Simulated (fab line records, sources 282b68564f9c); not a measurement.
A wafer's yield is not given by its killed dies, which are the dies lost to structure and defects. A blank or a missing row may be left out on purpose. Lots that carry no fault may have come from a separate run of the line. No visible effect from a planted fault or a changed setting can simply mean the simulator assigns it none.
A lot that was struck, set against a sound lot -- flow rit-cmos -- 20 out of 202 route steps
Sound: these wafers, L529.2, L529.4, L529.6. Wafers struck: L540.2, L540.4, L540.6. Last of all comes the cause.
At each step with rows: each side's tool, then ch and its chambers, then its first start. Under that, the readings that differ: sound wafers -- struck wafers -- difference of the means -- sigmas: that difference in standard deviations of wafers without a fault.
alike: a reading whose means differ by less than 2 such deviations, as well as words and numbers matching on both sides. not compared: withheld readings; readings where some wafer has no value; bounds like >300 that might hide an equal value; numbers whose values overlap and for which the record gives no deviation.
A row with sigmas, a row that says differs or no value, or rows on one side alone: a step with any of these is where the two part. Non-overlapping numbers with no deviation appear without sigmas and do not part them. A reading missing from all wafers of one side parts the sides only when that side holds two or more wafers.

first, 2 steps without rows for these wafers: RIT_NWELL_HARDBAKE_07 (time 120 s); RIT_NWELL_IMPLANT_08.
RIT_NWELL_STRIP_09: strips in O2, time 180 s.
  sound on plasma-asher-01 ch 0,1, day 2 08:32; struck on plasma-asher-02 ch 0,1, day 4 14:52
  alike: drypump-motor-current-A
  not compared: rf-hours-counter-h
RIT_NWELL_TW_MEAS_10:
  struck on film-metro-02, day 4 15:02; sound on film-metro-03, day 2 08:43
  alike: NWELL_TW
then, 6 steps without rows for these wafers: RIT_PWELL_HMDS_00 (prime time 60 s); RIT_PWELL_COAT_01 (resist thk 1300 nm); RIT_PWELL_SOFTBAKE_02 (time 60 s); RIT_PWELL_EXPOSE_03 (exposes mask M3, target cd 43700 nm); RIT_PWELL_PEB_04; RIT_PWELL_DEVELOP_05 (develop time 68 s).
RIT_PWELL_OVL_MEAS_06:
  struck on overlay-01, day 4 16:06; sound on overlay-02, day 2 09:47
  alike: PWELL_OVL
then, 1 step without rows for these wafers: RIT_PWELL_HARDBAKE_07 (time 120 s).
RIT_PWELL_IMPLANT_08:
  sound on implanter-04 ch 0, day 2 10:05; struck on implanter-04 ch 0, day 4 16:25
reading,sound,struck,difference,sigmas
dose-ions-cm2,6.997e+13 6.988e+13 6.995e+13,1.1189e+14 1.1193e+14 1.1197e+14,+4.1997e+13,+99 or more
faraday-current-uA,217 217 227,349 356 358,+134,+29
RIT_PWELL_STRIP_09: strips in O2, time 180 s.
  sound on plasma-asher-01 ch 0,1, day 2 10:13; struck on plasma-asher-04 ch 1, day 4 16:32
reading,sound,struck,difference,sigmas
drypump-motor-current-A (A),5.6 5.7 5.7,6.6 6.6 6.6,+0.9,+2
  not compared: rf-hours-counter-h
RIT_PWELL_TW_MEAS_10:
  struck on film-metro-02, day 4 16:43; sound on film-metro-03, day 2 10:23
reading,sound,struck,difference,sigmas
PWELL_TW,952 953 954,1089 1084 1089,+134,+11
then, 1 step without rows for these wafers: RIT_WELLDRIVE_ANNEAL_00 (time 14700 s).
RIT_WELLDRIVE_RS_MEAS_01: a four-point-probe measurement.
  struck on film-metro-03, day 4 21:52; sound on film-metro-03, day 2 16:51
  alike: NWELL_RS
RIT_WELLDRIVE_RS_MEAS_02: a four-point-probe measurement.
  struck on film-metro-03, day 4 21:59; sound on film-metro-03, day 2 16:58
reading,sound,struck,difference,sigmas
PWELL_RS (ohm/sq),427.2 427.2 428.1,320.2 320.2 319.8,-107.4,-83
then, 1 step without rows for these wafers: RIT_NRETRO_HMDS_00 (prime time 60 s).
RIT_M1_PROBE_99:
  struck on prober-02, day 6 03:43; sound on prober-02, day 4 08:24
reading,sound,struck,difference,sigmas
model.etest.nmos_0p3.r-on-ohm-um,2076 2091 2088,2550 2506 2526,+442,
model.etest.nmos_0p15.r-on-ohm-um,1070 1082 1056,1292 1263 1242,+196,
model.etest.pwell-pinched.rs-ohm-sq,456.8 458 462.9,337.4 329.6 336.2,-124.8,
model.etest.nmos-turned.drive-ua-um,349.9 345.4 347.9,217.3 217.1 213.1,-131.9,
model.etest.nmos_0p15.drive-ua-um,494.6 488.9 496.3,387.6 385.5 381.9,-108.3,
model.etest.pwell.rs-ohm-sq,416.6 416.7 418.2,306.4 302.7 308.3,-111.4,
model.etest.nmos-narrow.drive-ua-um,231.8 232.4 234.9,172.4 175.8 168.2,-60.9,
model.etest.nmos_0p3.drive-ua-um,235.1 228.2 231.1,174.2 173.4 170.1,-58.9,
  alike: killed-at-contacts, killed-at-front-end, killed-dies, killed-open, killed-short

WHERE THEY PART
At RIT_PWELL_IMPLANT_08 first; at RIT_WELLDRIVE_RS_MEAS_02 last (within this record only). Later steps at which nothing parts them and some readings are alike: RIT_M1_PROBE_99.

WHY: the cause the simulator had injected
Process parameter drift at RIT_PWELL_IMPLANT_08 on implanter-04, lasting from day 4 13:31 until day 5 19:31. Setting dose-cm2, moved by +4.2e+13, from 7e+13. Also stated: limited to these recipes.
